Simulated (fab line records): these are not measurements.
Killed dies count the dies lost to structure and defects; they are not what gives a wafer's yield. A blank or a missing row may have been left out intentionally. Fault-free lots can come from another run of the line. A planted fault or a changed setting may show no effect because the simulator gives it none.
fab line records :: flow rit_cmos :: part 2 of 2: steps 26 to 35 of 35
[record]
  lots = 5
  wafers = 15
  last_day = 7
route steps=202 shown SPACER@130 NSD@131 PSD@142 SDANNEAL@153 PLDD@159 NLDD@160 SILICIDE@161
lots that met no fault: from a run of the same line without faults
start_h: hours from the record's first day to the start of the lot's first wafer shown :: wait_h: hours elapsed since this lot's preceding step :: " as in the row above :: L1.1+2: a single row standing in for several wafers :: - no value present, or no start provided :: * or withheld: withheld :: < > ~ a bound
route shown NAME@n: a module of which the file shows steps, and the number in the route of the first :: usual: mean/standard deviation taken from wafers without a fault :: same: alike in all rows :: chamber/n: place in a boat :: sites: readings site by site :: _std_site: standard deviation across them :: _edge_site: outer sites' mean less inner sites' :: radius_mm: how far each site lies from the wafer's centre :: mask NAME#n: copy n :: behind: tool/chamber where the wafer was last shaped :: hold: reason for holding the lot/hours on hold/outcome of the hold :: device: which transistor (n, p or np) failed to switch :: end of line: the same wafers' tests at the end of the route :: for a step that has no rows: nothing shown but its recipe :: killed: the dies lost at the first sort to structure and to defects; this is not the yield of the wafer :: map: shows each die of a wafer: x if killed, . if not, _ if none is there
set.NAME: the setting that was run; set.NAME@STEP: the one run at that earlier step :: model.NAME: the simulator's own value behind a step, which no gauge read
lots seen at some steps along the route; tables by step, rows by wafer
services: when a tool's chamber went out of use (start_h, in hours from the record's first day, below 0 if earlier), for how many hours, and the reason
[[steps]]
[step RIT_SDANNEAL_CLEAN_02]
[recipe]
  chemistry = SC2
  mix = 3:3:50
  time_s = 600
  temp_c = 75
  dry = n2_spin
[same]
  time_s = 600
lot.wafer: L076.3+4+6
tool: wet_bench-01
chamber: 0
start_h: 60.61
wait_h: 0.0

lot.wafer: L081.3+4+6
tool: wet_bench-02
chamber: 2
start_h: 84.57
wait_h: 0.0

lot.wafer: L083.2+3+5
tool: wet_bench-02
chamber: 0
start_h: 100.12
wait_h: 0.0

lot.wafer: L095.2+3+4
tool: wet_bench-03
chamber: 0
start_h: 154.62
wait_h: 0.0

lot.wafer: L096.1+3+4
tool: wet_bench-01
chamber: 3
start_h: 159.27
wait_h: 0.0
[step RIT_SDANNEAL_RTA_03]
[recipe]
  temp_c = 1050
  time_s = 5
  idle_temp_c = 600
  ramp_up_c_per_s = 342
  ramp_down_c_per_s = 171
  cool_to_c = 600
  ambient = N2
[usual]
  ramp_down_c_per_s = 171.00/0.033
  wafer_temp_C_max = 1053.6/1.1
[same]
  time_s = 5
lot.wafer: L076.3
tool: rtp_anneal-02
chamber: 0
start_h: 60.81
wait_h: 0.0
ramp_down_c_per_s: 171.00
wafer_temp_C_max: 1054.2

lot.wafer: L076.4
tool: rtp_anneal-02
chamber: 0
start_h: 60.81
wait_h: 0.0
ramp_down_c_per_s: 171.03
wafer_temp_C_max: 1056.5

lot.wafer: L076.6
tool: rtp_anneal-02
chamber: 0
start_h: 60.81
wait_h: 0.0
ramp_down_c_per_s: 170.97
wafer_temp_C_max: 1052.9

lot.wafer: L081.3
tool: rtp_anneal-01
chamber: 0
start_h: 84.76
wait_h: 0.0
ramp_down_c_per_s: 171.02
wafer_temp_C_max: 1052.6

lot.wafer: L081.4
tool: rtp_anneal-01
chamber: 0
start_h: 84.76
wait_h: 0.0
ramp_down_c_per_s: 170.95
wafer_temp_C_max: 1054.7

lot.wafer: L081.6
tool: rtp_anneal-01
chamber: 0
start_h: 84.76
wait_h: 0.0
ramp_down_c_per_s: 171.01
wafer_temp_C_max: 1052.4

lot.wafer: L083.2
tool: rtp_anneal-01
chamber: 0
start_h: 100.31
wait_h: 0.0
ramp_down_c_per_s: 171.04
wafer_temp_C_max: 1054.2

lot.wafer: L083.3
tool: rtp_anneal-01
chamber: 0
start_h: 100.31
wait_h: 0.0
ramp_down_c_per_s: 170.99
wafer_temp_C_max: 1053.0

lot.wafer: L083.5
tool: rtp_anneal-01
chamber: 0
start_h: 100.31
wait_h: 0.0
ramp_down_c_per_s: 171.02
wafer_temp_C_max: 1052.8

lot.wafer: L095.2
tool: rtp_anneal-01
chamber: 0
start_h: 154.81
wait_h: 0.0
ramp_down_c_per_s: 171.02
wafer_temp_C_max: 1052.0

lot.wafer: L095.3
tool: rtp_anneal-01
chamber: 0
start_h: 154.81
wait_h: 0.0
ramp_down_c_per_s: 171.01
wafer_temp_C_max: 1053.2

lot.wafer: L095.4
tool: rtp_anneal-01
chamber: 0
start_h: 154.81
wait_h: 0.0
ramp_down_c_per_s: 171.03
wafer_temp_C_max: 1051.8

lot.wafer: L096.1
tool: rtp_anneal-02
chamber: 0
start_h: 159.45
wait_h: 0.0
ramp_down_c_per_s: 171.00
wafer_temp_C_max: 1054.6

lot.wafer: L096.3
tool: rtp_anneal-02
chamber: 0
start_h: 159.45
wait_h: 0.0
ramp_down_c_per_s: 170.93
wafer_temp_C_max: 1052.5

lot.wafer: L096.4
tool: rtp_anneal-02
chamber: 0
start_h: 159.45
wait_h: 0.0
ramp_down_c_per_s: 171.03
wafer_temp_C_max: 1054.1
[step RIT_SDANNEAL_RS_MEAS_04]
[recipe]
  thk_meas_gauge = four-point-probe
[usual]
  PSD_RS = 116.0/0.3
lot.wafer: L076.3
tool: film_metro-03
chamber: -
start_h: 60.88
wait_h: 0.1
PSD_RS[ohm/sq]: 116.0

lot.wafer: L076.4
tool: film_metro-03
chamber: -
start_h: 60.88
wait_h: 0.1
PSD_RS[ohm/sq]: 115.5

lot.wafer: L076.6
tool: film_metro-03
chamber: -
start_h: 60.88
wait_h: 0.1
PSD_RS[ohm/sq]: 115.7

lot.wafer: L081.3
tool: film_metro-03
chamber: -
start_h: 84.84
wait_h: 0.1
PSD_RS[ohm/sq]: 116.2

lot.wafer: L081.4
tool: film_metro-03
chamber: -
start_h: 84.84
wait_h: 0.1
PSD_RS[ohm/sq]: 115.6

lot.wafer: L081.6
tool: film_metro-03
chamber: -
start_h: 84.84
wait_h: 0.1
PSD_RS[ohm/sq]: 115.7

lot.wafer: L083.2
tool: film_metro-02
chamber: -
start_h: 100.38
wait_h: 0.1
PSD_RS[ohm/sq]: 116.4

lot.wafer: L083.3
tool: film_metro-02
chamber: -
start_h: 100.38
wait_h: 0.1
PSD_RS[ohm/sq]: 116.3

lot.wafer: L083.5
tool: film_metro-02
chamber: -
start_h: 100.38
wait_h: 0.1
PSD_RS[ohm/sq]: 116.4

lot.wafer: L095.2
tool: film_metro-02
chamber: -
start_h: 154.88
wait_h: 0.1
PSD_RS[ohm/sq]: 116.3

lot.wafer: L095.3
tool: film_metro-02
chamber: -
start_h: 154.88
wait_h: 0.1
PSD_RS[ohm/sq]: 115.9

lot.wafer: L095.4
tool: film_metro-02
chamber: -
start_h: 154.88
wait_h: 0.1
PSD_RS[ohm/sq]: 115.9

lot.wafer: L096.1
tool: film_metro-02
chamber: -
start_h: 159.50
wait_h: 0.0
PSD_RS[ohm/sq]: 115.9

lot.wafer: L096.3
tool: film_metro-02
chamber: -
start_h: 159.50
wait_h: 0.0
PSD_RS[ohm/sq]: 116.0

lot.wafer: L096.4
tool: film_metro-02
chamber: -
start_h: 159.50
wait_h: 0.0
PSD_RS[ohm/sq]: 116.8
[step RIT_SDANNEAL_RS_MEAS_05]
[recipe]
  thk_meas_gauge = four-point-probe
[usual]
  NSD_RS = 84.6/0.33
lot.wafer: L076.3
tool: film_metro-03
chamber: -
start_h: 61.00
wait_h: 0.1
NSD_RS[ohm/sq]: 84.1

lot.wafer: L076.4
tool: film_metro-03
chamber: -
start_h: 61.00
wait_h: 0.1
NSD_RS[ohm/sq]: 83.9

lot.wafer: L076.6
tool: film_metro-03
chamber: -
start_h: 61.00
wait_h: 0.1
NSD_RS[ohm/sq]: 84.0

lot.wafer: L081.3
tool: film_metro-03
chamber: -
start_h: 84.96
wait_h: 0.1
NSD_RS[ohm/sq]: 84.8

lot.wafer: L081.4
tool: film_metro-03
chamber: -
start_h: 84.96
wait_h: 0.1
NSD_RS[ohm/sq]: 84.8

lot.wafer: L081.6
tool: film_metro-03
chamber: -
start_h: 84.96
wait_h: 0.1
NSD_RS[ohm/sq]: 84.8

lot.wafer: L083.2
tool: film_metro-02
chamber: -
start_h: 100.50
wait_h: 0.1
NSD_RS[ohm/sq]: 85.1

lot.wafer: L083.3
tool: film_metro-02
chamber: -
start_h: 100.50
wait_h: 0.1
NSD_RS[ohm/sq]: 85.0

lot.wafer: L083.5
tool: film_metro-02
chamber: -
start_h: 100.50
wait_h: 0.1
NSD_RS[ohm/sq]: 85.4

lot.wafer: L095.2
tool: film_metro-02
chamber: -
start_h: 155.00
wait_h: 0.1
NSD_RS[ohm/sq]: 84.4

lot.wafer: L095.3
tool: film_metro-02
chamber: -
start_h: 155.00
wait_h: 0.1
NSD_RS[ohm/sq]: 84.5

lot.wafer: L095.4
tool: film_metro-02
chamber: -
start_h: 155.00
wait_h: 0.1
NSD_RS[ohm/sq]: 84.4

lot.wafer: L096.1
tool: film_metro-02
chamber: -
start_h: 159.62
wait_h: 0.1
NSD_RS[ohm/sq]: 84.6

lot.wafer: L096.3
tool: film_metro-02
chamber: -
start_h: 159.62
wait_h: 0.1
NSD_RS[ohm/sq]: 84.6

lot.wafer: L096.4
tool: film_metro-02
chamber: -
start_h: 159.62
wait_h: 0.1
NSD_RS[ohm/sq]: 84.6
[step RIT_SDANNEAL_RS_MEAS_06]
[recipe]
  thk_meas_gauge = four-point-probe
[usual]
  PLDD_RS = 178.6/0.48
lot.wafer: L076.3
tool: film_metro-03
chamber: -
start_h: 61.12
wait_h: 0.1
PLDD_RS[ohm/sq]: 179.0

lot.wafer: L076.4
tool: film_metro-03
chamber: -
start_h: 61.12
wait_h: 0.1
PLDD_RS[ohm/sq]: 179.5

lot.wafer: L076.6
tool: film_metro-03
chamber: -
start_h: 61.12
wait_h: 0.1
PLDD_RS[ohm/sq]: 179.1

lot.wafer: L081.3
tool: film_metro-03
chamber: -
start_h: 85.08
wait_h: 0.1
PLDD_RS[ohm/sq]: 178.5

lot.wafer: L081.4
tool: film_metro-03
chamber: -
start_h: 85.08
wait_h: 0.1
PLDD_RS[ohm/sq]: 178.4

lot.wafer: L081.6
tool: film_metro-03
chamber: -
start_h: 85.08
wait_h: 0.1
PLDD_RS[ohm/sq]: 178.2

lot.wafer: L083.2
tool: film_metro-02
chamber: -
start_h: 100.62
wait_h: 0.1
PLDD_RS[ohm/sq]: 179.5

lot.wafer: L083.3
tool: film_metro-02
chamber: -
start_h: 100.62
wait_h: 0.1
PLDD_RS[ohm/sq]: 179.5

lot.wafer: L083.5
tool: film_metro-02
chamber: -
start_h: 100.62
wait_h: 0.1
PLDD_RS[ohm/sq]: 180.0

lot.wafer: L095.2
tool: film_metro-02
chamber: -
start_h: 155.12
wait_h: 0.1
PLDD_RS[ohm/sq]: 179.4

lot.wafer: L095.3
tool: film_metro-02
chamber: -
start_h: 155.12
wait_h: 0.1
PLDD_RS[ohm/sq]: 178.7

lot.wafer: L095.4
tool: film_metro-02
chamber: -
start_h: 155.12
wait_h: 0.1
PLDD_RS[ohm/sq]: 179.1

lot.wafer: L096.1
tool: film_metro-02
chamber: -
start_h: 159.74
wait_h: 0.1
PLDD_RS[ohm/sq]: 179.2

lot.wafer: L096.3
tool: film_metro-02
chamber: -
start_h: 159.74
wait_h: 0.1
PLDD_RS[ohm/sq]: 179.0

lot.wafer: L096.4
tool: film_metro-02
chamber: -
start_h: 159.74
wait_h: 0.1
PLDD_RS[ohm/sq]: 179.8
[step RIT_SDANNEAL_RS_MEAS_07]
[recipe]
  thk_meas_gauge = four-point-probe
[usual]
  NLDD_RS = 151.7/0.57
lot.wafer: L076.3
tool: film_metro-03
chamber: -
start_h: 61.24
wait_h: 0.1
NLDD_RS[ohm/sq]: 151.2

lot.wafer: L076.4
tool: film_metro-03
chamber: -
start_h: 61.24
wait_h: 0.1
NLDD_RS[ohm/sq]: 150.8

lot.wafer: L076.6
tool: film_metro-03
chamber: -
start_h: 61.24
wait_h: 0.1
NLDD_RS[ohm/sq]: 151.0

lot.wafer: L081.3
tool: film_metro-03
chamber: -
start_h: 85.20
wait_h: 0.1
NLDD_RS[ohm/sq]: 150.6

lot.wafer: L081.4
tool: film_metro-03
chamber: -
start_h: 85.20
wait_h: 0.1
NLDD_RS[ohm/sq]: 150.7

lot.wafer: L081.6
tool: film_metro-03
chamber: -
start_h: 85.20
wait_h: 0.1
NLDD_RS[ohm/sq]: 150.8

lot.wafer: L083.2
tool: film_metro-02
chamber: -
start_h: 100.74
wait_h: 0.1
NLDD_RS[ohm/sq]: 151.4

lot.wafer: L083.3
tool: film_metro-02
chamber: -
start_h: 100.74
wait_h: 0.1
NLDD_RS[ohm/sq]: 151.4

lot.wafer: L083.5
tool: film_metro-02
chamber: -
start_h: 100.74
wait_h: 0.1
NLDD_RS[ohm/sq]: 151.1

lot.wafer: L095.2
tool: film_metro-02
chamber: -
start_h: 155.24
wait_h: 0.1
NLDD_RS[ohm/sq]: 152.3

lot.wafer: L095.3
tool: film_metro-02
chamber: -
start_h: 155.24
wait_h: 0.1
NLDD_RS[ohm/sq]: 152.7

lot.wafer: L095.4
tool: film_metro-02
chamber: -
start_h: 155.24
wait_h: 0.1
NLDD_RS[ohm/sq]: 152.1

lot.wafer: L096.1
tool: film_metro-02
chamber: -
start_h: 159.86
wait_h: 0.1
NLDD_RS[ohm/sq]: 151.9

lot.wafer: L096.3
tool: film_metro-02
chamber: -
start_h: 159.86
wait_h: 0.1
NLDD_RS[ohm/sq]: 152.1

lot.wafer: L096.4
tool: film_metro-02
chamber: -
start_h: 159.86
wait_h: 0.1
NLDD_RS[ohm/sq]: 151.7
[step RIT_SILICIDE_WET_ETCH_00]
[recipe]
  chemistry = BOE
  target = SiO2
  target_depth_nm = 14
  time_s = 15
  dry = n2_spin
  dilution = 10:1
  temp_c = 21.5
[same]
  time_s = 15
lot.wafer: L076.3+4+6
tool: wet_bench-02
chamber: 3
start_h: 61.32
wait_h: 0.1

lot.wafer: L081.3+4+6
tool: wet_bench-04
chamber: 0
start_h: 85.28
wait_h: 0.1

lot.wafer: L083.2+3+5
tool: wet_bench-02
chamber: 3
start_h: 100.84
wait_h: 0.1

lot.wafer: L095.2+3+4
tool: wet_bench-02
chamber: 0
start_h: 155.34
wait_h: 0.1

lot.wafer: L096.1+3+4
tool: wet_bench-04
chamber: 0
start_h: 159.98
wait_h: 0.1
[step RIT_SILICIDE_SPUTTER_01]
[recipe]
  material = Ti
  target_thk_nm = 30
  power_w = 350
  chamber_pressure_pa = 0.667
  gas = Ar
  time_s = 240
  substrate_temp_c = 25
[usual]
  throttle_valve_pct = 30.4/1.5
[same]
  time_s = 240
lot.wafer: L076.3
tool: pvd_sputter-03
chamber: -
start_h: 61.34
wait_h: 0.0
throttle_valve_pct: 31.5

lot.wafer: L076.4
tool: pvd_sputter-03
chamber: -
start_h: 61.34
wait_h: 0.0
throttle_valve_pct: 30.1

lot.wafer: L076.6
tool: pvd_sputter-03
chamber: -
start_h: 61.34
wait_h: 0.0
throttle_valve_pct: 30.4

lot.wafer: L081.3
tool: pvd_sputter-01
chamber: -
start_h: 85.29
wait_h: 0.0
throttle_valve_pct: 28.7

lot.wafer: L081.4
tool: pvd_sputter-01
chamber: -
start_h: 85.29
wait_h: 0.0
throttle_valve_pct: 29.8

lot.wafer: L081.6
tool: pvd_sputter-01
chamber: -
start_h: 85.29
wait_h: 0.0
throttle_valve_pct: 30.1

lot.wafer: L083.2
tool: pvd_sputter-01
chamber: -
start_h: 100.85
wait_h: 0.0
throttle_valve_pct: 30.0

lot.wafer: L083.3
tool: pvd_sputter-01
chamber: -
start_h: 100.85
wait_h: 0.0
throttle_valve_pct: 27.6

lot.wafer: L083.5
tool: pvd_sputter-01
chamber: -
start_h: 100.85
wait_h: 0.0
throttle_valve_pct: 28.5

lot.wafer: L095.2
tool: pvd_sputter-01
chamber: -
start_h: 155.35
wait_h: 0.0
throttle_valve_pct: 27.4

lot.wafer: L095.3
tool: pvd_sputter-01
chamber: -
start_h: 155.35
wait_h: 0.0
throttle_valve_pct: 29.9

lot.wafer: L095.4
tool: pvd_sputter-01
chamber: -
start_h: 155.35
wait_h: 0.0
throttle_valve_pct: 28.4

lot.wafer: L096.1
tool: pvd_sputter-03
chamber: -
start_h: 160.00
wait_h: 0.0
throttle_valve_pct: 31.6

lot.wafer: L096.3
tool: pvd_sputter-03
chamber: -
start_h: 160.00
wait_h: 0.0
throttle_valve_pct: 32.8

lot.wafer: L096.4
tool: pvd_sputter-03
chamber: -
start_h: 160.00
wait_h: 0.0
throttle_valve_pct: 31.6
[step RIT_SILICIDE_RS_MEAS_02]
[recipe]
  thk_meas_gauge = four-point-probe
  reads = Ti_of_SILICIDE_SPUTTER_01
[usual]
  SILICIDE_TI_RS = 48.5/0.42
lot.wafer: L076.3
tool: film_metro-04
chamber: -
start_h: 61.53
wait_h: 0.1
SILICIDE_TI_RS[ohm/sq]: 47.8

lot.wafer: L076.4
tool: film_metro-04
chamber: -
start_h: 61.53
wait_h: 0.1
SILICIDE_TI_RS[ohm/sq]: 48.2

lot.wafer: L076.6
tool: film_metro-04
chamber: -
start_h: 61.53
wait_h: 0.1
SILICIDE_TI_RS[ohm/sq]: 48.1

lot.wafer: L081.3
tool: film_metro-03
chamber: -
start_h: 85.48
wait_h: 0.1
SILICIDE_TI_RS[ohm/sq]: 48.2

lot.wafer: L081.4
tool: film_metro-03
chamber: -
start_h: 85.48
wait_h: 0.1
SILICIDE_TI_RS[ohm/sq]: 48.5

lot.wafer: L081.6
tool: film_metro-03
chamber: -
start_h: 85.48
wait_h: 0.1
SILICIDE_TI_RS[ohm/sq]: 48.6

lot.wafer: L083.2
tool: film_metro-01
chamber: -
start_h: 101.02
wait_h: 0.1
SILICIDE_TI_RS[ohm/sq]: 48.1

lot.wafer: L083.3
tool: film_metro-01
chamber: -
start_h: 101.02
wait_h: 0.1
SILICIDE_TI_RS[ohm/sq]: 48.2

lot.wafer: L083.5
tool: film_metro-01
chamber: -
start_h: 101.02
wait_h: 0.1
SILICIDE_TI_RS[ohm/sq]: 48.6

lot.wafer: L095.2
tool: film_metro-01
chamber: -
start_h: 155.53
wait_h: 0.1
SILICIDE_TI_RS[ohm/sq]: 48.4

lot.wafer: L095.3
tool: film_metro-01
chamber: -
start_h: 155.53
wait_h: 0.1
SILICIDE_TI_RS[ohm/sq]: 47.6

lot.wafer: L095.4
tool: film_metro-01
chamber: -
start_h: 155.53
wait_h: 0.1
SILICIDE_TI_RS[ohm/sq]: 47.9

lot.wafer: L096.1
tool: film_metro-01
chamber: -
start_h: 160.15
wait_h: 0.1
SILICIDE_TI_RS[ohm/sq]: 47.7

lot.wafer: L096.3
tool: film_metro-01
chamber: -
start_h: 160.15
wait_h: 0.1
SILICIDE_TI_RS[ohm/sq]: 48.0

lot.wafer: L096.4
tool: film_metro-01
chamber: -
start_h: 160.15
wait_h: 0.1
SILICIDE_TI_RS[ohm/sq]: 48.8
[step RIT_SILICIDE_THK_MEAS_03]
[recipe]
  thk_meas_gauge = xrf
  reads = Ti_of_SILICIDE_SPUTTER_01
[usual]
  SILICIDE_TI_THK = 29.50/0.29
lot.wafer: L076.3
tool: film_metro-04
chamber: -
start_h: 61.63
wait_h: 0.1
SILICIDE_TI_THK[nm]: 29.79

lot.wafer: L076.4
tool: film_metro-04
chamber: -
start_h: 61.63
wait_h: 0.1
SILICIDE_TI_THK[nm]: 29.60

lot.wafer: L076.6
tool: film_metro-04
chamber: -
start_h: 61.63
wait_h: 0.1
SILICIDE_TI_THK[nm]: 29.66

lot.wafer: L081.3
tool: film_metro-03
chamber: -
start_h: 85.58
wait_h: 0.1
SILICIDE_TI_THK[nm]: 29.48

lot.wafer: L081.4
tool: film_metro-03
chamber: -
start_h: 85.58
wait_h: 0.1
SILICIDE_TI_THK[nm]: 29.29

lot.wafer: L081.6
tool: film_metro-03
chamber: -
start_h: 85.58
wait_h: 0.1
SILICIDE_TI_THK[nm]: 29.19

lot.wafer: L083.2
tool: film_metro-01
chamber: -
start_h: 101.13
wait_h: 0.1
SILICIDE_TI_THK[nm]: 29.83

lot.wafer: L083.3
tool: film_metro-01
chamber: -
start_h: 101.13
wait_h: 0.1
SILICIDE_TI_THK[nm]: 29.62

lot.wafer: L083.5
tool: film_metro-01
chamber: -
start_h: 101.13
wait_h: 0.1
SILICIDE_TI_THK[nm]: 29.55

lot.wafer: L095.2
tool: film_metro-01
chamber: -
start_h: 155.64
wait_h: 0.1
SILICIDE_TI_THK[nm]: 29.65

lot.wafer: L095.3
tool: film_metro-01
chamber: -
start_h: 155.64
wait_h: 0.1
SILICIDE_TI_THK[nm]: 30.07

lot.wafer: L095.4
tool: film_metro-01
chamber: -
start_h: 155.64
wait_h: 0.1
SILICIDE_TI_THK[nm]: 29.85

lot.wafer: L096.1
tool: film_metro-01
chamber: -
start_h: 160.27
wait_h: 0.1
SILICIDE_TI_THK[nm]: 29.97

lot.wafer: L096.3
tool: film_metro-01
chamber: -
start_h: 160.27
wait_h: 0.1
SILICIDE_TI_THK[nm]: 29.85

lot.wafer: L096.4
tool: film_metro-01
chamber: -
start_h: 160.27
wait_h: 0.1
SILICIDE_TI_THK[nm]: 29.54
[[services]]
tool: rie_diel-04
chamber: 1
start_h: 37.36
hours: -
kind: clean

tool: rie_diel-04
chamber: 1
start_h: 37.36
hours: 24.8
kind: scheduled_down

tool: plasma_asher-03
chamber: -
start_h: 45.88
hours: 4.0
kind: pm

tool: rie_diel-03
chamber: 1
start_h: 50.38
hours: 4.1
kind: repair

tool: implanter-02
chamber: -
start_h: 80.39
hours: 3.7
kind: pm

tool: implanter-01
chamber: -
start_h: 84.30
hours: 6.2
kind: repair

tool: implanter-04
chamber: -
start_h: 92.41
hours: 3.7
kind: repair

tool: plasma_asher-03
chamber: -
start_h: 108.71
hours: 1.9
kind: repair

tool: plasma_asher-01
chamber: -
start_h: 108.75
hours: 9.0
kind: pm

tool: plasma_asher-01
chamber: 0
start_h: 108.75
hours: 9.0
kind: vent_cycle

tool: plasma_asher-01
chamber: 1
start_h: 108.75
hours: 9.0
kind: vent_cycle

tool: rie_diel-03
chamber: 3
start_h: 113.34
hours: 2.7
kind: repair

tool: plasma_asher-01
chamber: -
start_h: 115.26
hours: 0.9
kind: repair

tool: plasma_asher-01
chamber: 0
start_h: 117.75
hours: -
kind: clean

tool: plasma_asher-01
chamber: 1
start_h: 117.75
hours: -
kind: clean

tool: rie_diel-04
chamber: 3
start_h: 121.15
hours: 6.7
kind: repair

tool: iline_stepper-01
chamber: -
start_h: 130.32
hours: 1.7
kind: pm

tool: plasma_asher-03
chamber: -
start_h: 130.36
hours: 2.8
kind: pm

tool: implanter-03
chamber: -
start_h: 130.60
hours: 10.6
kind: repair

tool: implanter-04
chamber: -
start_h: 133.60
hours: 3.2
kind: repair

tool: iline_stepper-02
chamber: -
start_h: 139.24
hours: 1.7
kind: pm

tool: rie_diel-03
chamber: 3
start_h: 140.74
hours: 14.5
kind: repair

tool: implanter-03
chamber: -
start_h: 141.21
hours: 2.9
kind: pm

tool: implanter-01
chamber: -
start_h: 143.32
hours: 5.2
kind: pm
